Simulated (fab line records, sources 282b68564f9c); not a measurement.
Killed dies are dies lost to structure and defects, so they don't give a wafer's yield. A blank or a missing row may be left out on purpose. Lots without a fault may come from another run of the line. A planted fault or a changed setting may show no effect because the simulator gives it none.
A struck lot beside a sound one | flow rit_cmos | 28 steps out of a route of 202
Sound: wafers L297.1, L297.5, L297.6. Struck: wafers L295.1, L295.5, L295.6. The cause comes at the end.
At each step with rows: each side's tool, then ch and its chambers, then its first start. Under that, the readings that differ: sound wafers | struck wafers | difference of the means | sigmas: that difference in standard deviations of wafers without a fault.
alike: readings whose means differ by less than 2 such deviations, and words and numbers that are the same on both sides. not compared: withheld readings, readings that some wafer has no value for, bounds like >300 that may hide the same value, and numbers for which the record gives no deviation and whose values overlap.
The two part at a step that has a row with sigmas, a row that says differs or no value, or rows on one side only. Numbers that don't overlap but have no deviation are shown without sigmas and don't part them. A reading that every wafer of one side lacks parts them only if that side has two wafers or more.

RIT_ACTIVE_BOW_MEAS_00:
  sound on film_metro-01, day 5 14:00; struck on film_metro-04, day 5 04:00
  alike: INCOMING_BOW
RIT_ACTIVE_OXIDATION_01: target thk 46.8 nm, ox time 3360 s.
  sound on furnace-04 ch 0, day 5 14:07; struck on furnace-02 ch 0, day 5 04:07
  reading                                       | sound            | struck           | difference | sigmas
  ox_time_s (s)                                 | 3360 3360 3360   | 5040 5040 5040   | +1680      |
  model.SiO2_of_ACTIVE_OXIDATION_01.thk_nm (nm) | 45.6 46.07 46.25 | 61.32 61.4 62.32 | +15.71     |
  alike: tube_center_temp_C_max
RIT_ACTIVE_THK_MEAS_02:
  sound on film_metro-01, day 5 16:03; struck on film_metro-03, day 5 06:03
  reading               | sound          | struck         | difference | sigmas
  ACTIVE_OXIDE_THK (nm) | 45.6 46.1 46.2 | 61.3 61.4 62.3 | +15.7      | +20
then, 1 step without rows for these wafers: RIT_ACTIVE_CVD_03 (deposits Si3N4 from SiH2Cl2/NH3, target thk 150 nm, time 1500 s).
RIT_ACTIVE_THK_MEAS_04:
  sound on film_metro-04, day 5 18:14; struck on film_metro-04, day 5 07:32
  alike: ACTIVE_NITRIDE_THK
then, 6 steps without rows for these wafers: RIT_ACTIVE_HMDS_05 (prime time 60 s); RIT_ACTIVE_COAT_06 (resist thk 1000 nm); RIT_ACTIVE_SOFTBAKE_07 (time 60 s); RIT_ACTIVE_EXPOSE_08 (exposes mask M1, target cd 1400 nm); RIT_ACTIVE_PEB_09; RIT_ACTIVE_DEVELOP_10 (develop time 50 s).
RIT_ACTIVE_CD_MEAS_11: target cd 1400 nm.
  sound on cd_sem-01, day 5 19:16; struck on cd_sem-01, day 5 08:26
  alike: cd_nm
then, 1 step without rows for these wafers: RIT_ACTIVE_HARDBAKE_12 (time 60 s).
RIT_ACTIVE_ETCH_13: etches Si3N4 in SF6, stops on SiO2, time 210 s, target depth 210 nm.
  sound on rie_diel-04 ch 2,3, day 5 19:32; struck on rie_diel-02 ch 2,3, day 5 08:43
  reading                | sound          | struck         | difference | sigmas
  throttle_valve_pct (%) | 7.39 7.39 7.44 | 7.61 7.61 7.51 | +0.17      | +2
  alike: SF6_flow_sccm, drypump_motor_current_A, oes_product_au
  not compared: rf_hours_counter_h
RIT_ACTIVE_STRIP_14: strips in O2, time 180 s.
  sound on plasma_asher-02 ch 0,1, day 5 19:41; struck on plasma_asher-04 ch 0,1, day 5 08:50
  alike: drypump_motor_current_A, o2_flow_sccm
  not compared: rf_hours_counter_h
RIT_ACTIVE_CD_MEAS_90: target cd 1400 nm.
  sound on cd_sem-01, day 5 19:51; struck on cd_sem-02, day 5 09:01
  alike: cd_nm
then, 4 steps without rows for these wafers: RIT_ACTIVE_CLEAN_15 (cleans in SC1, time 600 s); RIT_ACTIVE_CLEAN_16 (cleans in dHF, time 30 s); RIT_ACTIVE_CLEAN_17 (cleans in SC2, time 600 s); RIT_FOX1_OXIDATION_00 (target thk 350.7 nm, ox time 1130 s).
RIT_FOX1_THK_MEAS_01:
  sound on film_metro-01, day 5 21:40; struck on film_metro-02, day 5 10:50
  alike: FOX1_OXIDE_THK
then, 2 steps without rows for these wafers: RIT_FOX1_WET_ETCH_02 (etches SiO2 in BOE, target depth 350 nm, time 390 s); RIT_FOX2_OXIDATION_00 (target thk 350.7 nm, ox time 1130 s).
RIT_FOX2_THK_MEAS_01:
  sound on film_metro-01, day 5 23:09; struck on film_metro-01, day 5 12:20
  alike: FOX2_OXIDE_THK
then, 1 step without rows for these wafers: RIT_FOX2_CLEAN_02 (cleans in dHF, time 180 s).
RIT_FOX2_WET_ETCH_03: etches Si3N4 in H3PO4, target depth 195 nm, time 2700 s.
  sound on wet_bench-01 ch 1, day 5 23:16; struck on wet_bench-04 ch 1, day 5 12:26
  reading                                       | sound             | struck           | difference | sigmas
  model.SiO2_of_ACTIVE_OXIDATION_01.thk_nm (nm) | 40.31 40.75 39.94 | 54.7 54.77 55.59 | +14.7      |
RIT_FOX2_THK_MEAS_90:
  sound on film_metro-02, day 6 00:01; struck on film_metro-01, day 5 13:12
  alike: FIELD_OXIDE_LEFT_1_THK
RIT_M1_PROBE_99:
  sound on prober-01, day 7 14:34; struck on prober-01, day 7 03:01
  reading                             | sound             | struck            | difference | sigmas
  model.etest.nldd.width_nm (nm)      | 3174 3184 3189    | 2993 2955 2948    | -217       |
  model.etest.pldd.width_nm (nm)      | 3186 3195 3180    | 2989 2975 2964    | -211       |
  model.etest.nmos_0p3.r_on_ohm_um    | 2159 2150 2142    | 2329 2331 2356    | +188       |
  model.etest.pplus_sal.width_nm (nm) | 3467 3421 3461    | 3340 3354 3368    | -96        |
  model.etest.nplus_sal.width_nm (nm) | 3435 3446 3436    | 3352 3358 3367    | -80        |
  model.etest.nmos_narrow.drive_ua_um | 225.5 224.8 229.2 | 167.3 169.7 168.4 | -58.0      |
  model.etest.pmos_narrow.drive_ua_um | 101.9 100.7 102.1 | 78.98 79.9 78.88  | -22.31     |
  model.etest.nmos_0p3.drive_ua_um    | 224.7 222.6 226.8 | 197.8 203 202.4   | -23.6      |
  alike: killed_at_contacts, killed_at_front_end, killed_dies, killed_on_rim, killed_open, killed_short

WHERE THEY PART
First at RIT_ACTIVE_THK_MEAS_02; last, within this record, at RIT_ACTIVE_ETCH_13. Later steps at which nothing parts them and some readings are alike: RIT_ACTIVE_STRIP_14, RIT_ACTIVE_CD_MEAS_90, RIT_FOX1_THK_MEAS_01, RIT_FOX2_THK_MEAS_01, RIT_FOX2_THK_MEAS_90, RIT_M1_PROBE_99.

WHY: what the simulator had put in
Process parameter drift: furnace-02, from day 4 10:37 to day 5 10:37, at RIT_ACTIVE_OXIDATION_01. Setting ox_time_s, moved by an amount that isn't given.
